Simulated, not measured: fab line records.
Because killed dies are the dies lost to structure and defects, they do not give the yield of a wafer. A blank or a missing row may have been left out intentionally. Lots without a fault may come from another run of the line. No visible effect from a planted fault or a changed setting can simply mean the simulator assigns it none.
Struck lot and sound lot, side by side    flow berkeley cmos170    31 steps out of a route of 331
Sound: the wafers L330.1, L330.3, L330.5. Wafers L344.4, L344.5, L344.6 were the ones struck. At the end, the cause is stated.
At each step with rows: each side's tool, then ch and its chambers, then its first start. Under that, the readings that differ: sound wafers    struck wafers    difference of the means    sigmas: that difference in standard deviations of wafers without a fault.
alike: words and numbers the same on both sides, and readings whose means are apart by under 2 such deviations; not compared: readings that were withheld, readings missing a value for some wafer, numbers with overlapping values and no deviation given by the record, and bounds like >300 which may hide the same value.
The two part at a step that has a row with sigmas, a row that says differs or no value, or rows on one side only. Numbers that don't overlap but have no deviation are shown without sigmas and don't part them. A reading missing from all wafers of one side parts the sides only when that side holds two or more wafers.

first, 6 steps without rows for these wafers: UCB170_V2_HMDS_06 (prime time 60 s); UCB170_V2_COAT_07 (resist thk 900 nm); UCB170_V2_SOFTBAKE_08 (time 60 s); UCB170_V2_EXPOSE_09 (exposes mask VIA2, target cd 700 nm); UCB170_V2_PEB_10; UCB170_V2_DEVELOP_11 (develop time 45 s).
UCB170_V2_CD_MEAS_12 targets a cd of 700 nm.
  sound on cd sem-02, day 9 03:25; struck on cd sem-01, day 12 09:34
  alike: cd nm
UCB170_V2_OVL_MEAS_13:
  sound on overlay-01, day 9 03:32; struck on overlay-02, day 12 09:38
  alike: V2_OVL
UCB170_V2_ETCH_14: etches SiO2 in CHF3/CF4/Ar, stops on Al, target depth 1250 nm, time 291 s.
  sound on rie diel-01 ch 1,2,3, day 9 03:34; struck on rie diel-02 ch 0,1,2, day 12 09:40
  alike: drypump motor current A, oes product au, throttle valve pct
  not compared: rf hours counter h
UCB170_V2_STRIP_15: strips in O2.
  sound on plasma asher-03 ch 1, day 9 03:44; struck on plasma asher-01 ch 0,1, day 12 09:52
  alike: drypump motor current A, oes product au, strip time to endpoint s
  not compared: rf hours counter h
UCB170_V2_CD_MEAS_90 targets a cd of 700 nm.
  sound on cd sem-02, day 9 03:50; struck on cd sem-02, day 12 10:00
  alike: cd nm
then, 1 step without rows for these wafers: UCB170_M3_PRE_CLEAN_00 (preclean etch time 60 s).
UCB170_M3_SPUTTER_01: material Al, target thk 900 nm, time 120 s.
  sound on pvd sputter-04, day 9 04:02; struck on pvd sputter-04, day 12 10:23
  alike: throttle valve pct
UCB170_M3_RS_MEAS_02: a four-point-probe measurement.
  sound on film metro-01, day 9 04:07; struck on film metro-04, day 12 10:31
reading            sound                    struck                  difference  sigmas
M3_AL_RS (ohm/sq)  0.03143 0.03137 0.03123  0.01577 0.0157 0.01571  -0.01562    -56
UCB170_M3_THK_MEAS_03: measures by xrf.
  sound on film metro-01, day 9 04:14; struck on film metro-04, day 12 10:37
reading         sound        struck          difference  sigmas
M3_AL_THK (nm)  931 931 941  1860 1867 1868  +931        +99 or more
then, 3 steps without rows for these wafers: UCB170_M3_HMDS_04 (prime time 60 s); UCB170_M3_COAT_05 (resist thk 900 nm); UCB170_M3_SOFTBAKE_06 (time 60 s).
UCB170_M3_STRIP_07: strips in O2.
  sound on plasma asher-04 ch 0, day 9 04:44; struck on plasma asher-02 ch 0,1, day 12 11:07
reading                      sound        struck       difference  sigmas
drypump motor current A (A)  6.6 6.6 6.6  5.4 5.2 5.4  -1.3        -3
  alike: oes product au, strip time to endpoint s
  not compared: rf hours counter h
then, 7 steps without rows for these wafers: UCB170_M3_STRIP_08 (strips KrF in DMSO, time 600 s); UCB170_M3_COAT_09; UCB170_M3_COAT_10 (resist thk 913 nm); UCB170_M3_SOFTBAKE_11 (time 60 s); UCB170_M3_EXPOSE_12 (exposes mask METAL3, target cd 700 nm); UCB170_M3_PEB_13; UCB170_M3_DEVELOP_14 (develop time 45 s).
UCB170_M3_CD_MEAS_15 targets a cd of 700 nm.
  sound on cd sem-02, day 9 06:05; struck on cd sem-02, day 12 12:40
  alike: cd nm
UCB170_M3_OVL_MEAS_16:
  sound on overlay-02, day 9 06:13; struck on overlay-02, day 12 12:45
  alike: M3_OVL
UCB170_M3_ETCH_17: etches BARC in N2/H2.
  sound on rie diel-01 ch 0,1,2, day 9 06:15; struck on rie diel-01 ch 0,1,2, day 12 12:46
  alike: drypump motor current A, oes product au, throttle valve pct
UCB170_M3_METAL_ETCH_18: etches Al in Cl2/BCl3, stops on SiO2, target depth 1170 nm, time 195 s.
  sound on rie metal-01 ch 1, day 9 06:17; struck on rie metal-02 ch 0,1, day 12 12:52
reading                         sound              struck             difference  sigmas
oes product au (a.u.)           0.860 0.856 0.855  0.982 0.985 1.011  +0.136      +14
model.etch.depth nm (nm)        921.6 922.9 926.4  1131 1123 1161     +215        
model.M3.feature depth nm (nm)  976.9 978.2 981.7  1131 1123 1161     +159        
  alike: drypump motor current A, mfc cl2 sccm, throttle valve pct
  not compared: rf hours counter h
UCB170_M3_STRIP_19: strips in O2.
  sound on plasma asher-04 ch 0,1, day 9 06:29; struck on plasma asher-04 ch 0,1, day 12 13:02
  alike: drypump motor current A, oes product au
  not compared: rf hours counter h

== WHERE THEY PART ==
Last at UCB170_M3_METAL_ETCH_18 as far as this record goes, first at UCB170_M3_RS_MEAS_02. Later steps at which nothing parts them and some readings are alike: UCB170_M3_STRIP_19.

WHY: what the simulator had put in
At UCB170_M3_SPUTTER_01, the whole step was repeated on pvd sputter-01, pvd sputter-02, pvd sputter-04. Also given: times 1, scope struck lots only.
